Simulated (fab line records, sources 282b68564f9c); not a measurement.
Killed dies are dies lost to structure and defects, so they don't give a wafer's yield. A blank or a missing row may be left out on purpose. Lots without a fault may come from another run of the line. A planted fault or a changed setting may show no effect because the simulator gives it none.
Tool commonality check | flow rit_cmos | 14 lots, 42 wafers sampled

WHY IT WAS OPENED
At RIT_ACTIVE_THK_MEAS_02 the reading ACTIVE_OXIDE_THK is flagged on 2 of 14 lots. Wafers without a fault read 46.8 nm, standard deviation 1.1.
Rule: a lot is flagged when every wafer of it that has a number lies more than 4 standard deviations from that mean, or none has a number. The other lots count as sound.

lot  | measured    | on            | ACTIVE_OXIDE_THK (nm), wafer by wafer | flag
L854 | day 1 12:04 | film_metro-04 | 48.0 48.5 47.9                        |
L855 | day 1 17:46 | film_metro-04 | 47.2 47.2 47.5                        |
L856 | day 1 22:03 | film_metro-02 | 46.0 46.3 47.1                        |
L858 | day 2 08:04 | film_metro-02 | 44.8 45.5 45.9                        |
L860 | day 2 18:04 | film_metro-03 | 46.8 46.5 46.4                        |
L862 | day 3 04:03 | film_metro-03 | 46.1 46.8 46.4                        |
L863 | day 3 09:07 | film_metro-02 | 46.2 45.7 46.4                        |
L865 | day 3 19:03 | film_metro-03 | 47.0 47.3 47.1                        |
L869 | day 4 15:04 | film_metro-03 | 47.7 48.4 47.3                        |
L870 | day 4 20:03 | film_metro-04 | 47.7 47.9 47.3                        |
L872 | day 5 06:15 | film_metro-03 | 53.4 52.9 53.6                        | FLAGGED
L874 | day 5 16:03 | film_metro-02 | 52.9 53.6 53.8                        | FLAGGED
L875 | day 5 21:04 | film_metro-04 | 44.9 45.3 45.2                        |
L876 | day 6 03:02 | film_metro-03 | 47.7 47.9 47.5                        |
The numbers of the flagged lots are 53.4 nm on average: +6.6 nm against the usual, or +6 standard deviations.

WHICH TOOL RAN EACH LOT
The record holds 1 process step before the reading, out of a route of 202 steps. In each cell: the tool, then ch and the chambers that the sampled wafers went through, then the start.
lot  | flag    | RIT_ACTIVE_OXIDATION_01
L854 |         | furnace-02 ch 0, day 1 10:07
L855 |         | furnace-02 ch 0, day 1 15:50
L856 |         | furnace-02 ch 0, day 1 20:07
L858 |         | furnace-04 ch 0, day 2 06:07
L860 |         | furnace-01 ch 0, day 2 16:07
L862 |         | furnace-01 ch 0, day 3 02:07
L863 |         | furnace-01 ch 0, day 3 07:10
L865 |         | furnace-04 ch 0, day 3 17:07
L869 |         | furnace-01 ch 0, day 4 13:07
L870 |         | furnace-02 ch 0, day 4 18:07
L872 | FLAGGED | furnace-02 ch 0, day 5 04:18
L874 | FLAGGED | furnace-02 ch 0, day 5 14:07
L875 |         | furnace-04 ch 0, day 5 19:07
L876 |         | furnace-01 ch 0, day 6 01:07
What these steps do:
- RIT_ACTIVE_OXIDATION_01: target thk 46.8 nm, ox time 3360 s.
- RIT_ACTIVE_THK_MEAS_02

FLAGGED OVER TOTAL, TOOL BY TOOL (the gauges that took the reading come last)
step                    | tool          | lots run | flagged | share of the flagged lots | sound lots run after its first flagged lot
RIT_ACTIVE_OXIDATION_01 | furnace-01    | 5        | 0       | none                      | -
RIT_ACTIVE_OXIDATION_01 | furnace-02    | 6        | 2       | all                       | 0
RIT_ACTIVE_OXIDATION_01 | furnace-04    | 3        | 0       | none                      | -
RIT_ACTIVE_THK_MEAS_02  | film_metro-02 | 4        | 1       | some                      | 0
RIT_ACTIVE_THK_MEAS_02  | film_metro-03 | 6        | 1       | some                      | 1 (L876)
RIT_ACTIVE_THK_MEAS_02  | film_metro-04 | 4        | 0       | none                      | -

WHAT THE TABLE ALLOWS
1 row of the table ran every flagged lot: furnace-02 at RIT_ACTIVE_OXIDATION_01.
- furnace-02 at RIT_ACTIVE_OXIDATION_01: 2 of its 6 lots flagged. Its last sound lot is L870 (day 4 18:07), its first flagged lot L872 (day 5 04:18): a fault that began between those two fits. Its own readings lie more than 4 standard deviations out on every wafer of the flagged lots: spike_tc_centre_C, spike_tc_load_C, spike_tc_source_C.
One tool is left: furnace-02 at RIT_ACTIVE_OXIDATION_01.

WHAT THE SIMULATOR HAD PUT IN
Process parameter drift: furnace-02, from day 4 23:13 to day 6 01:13, at RIT_ACTIVE_OXIDATION_01. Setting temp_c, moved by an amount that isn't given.
Lots struck among those shown: L872, L874. The rule above found the same.
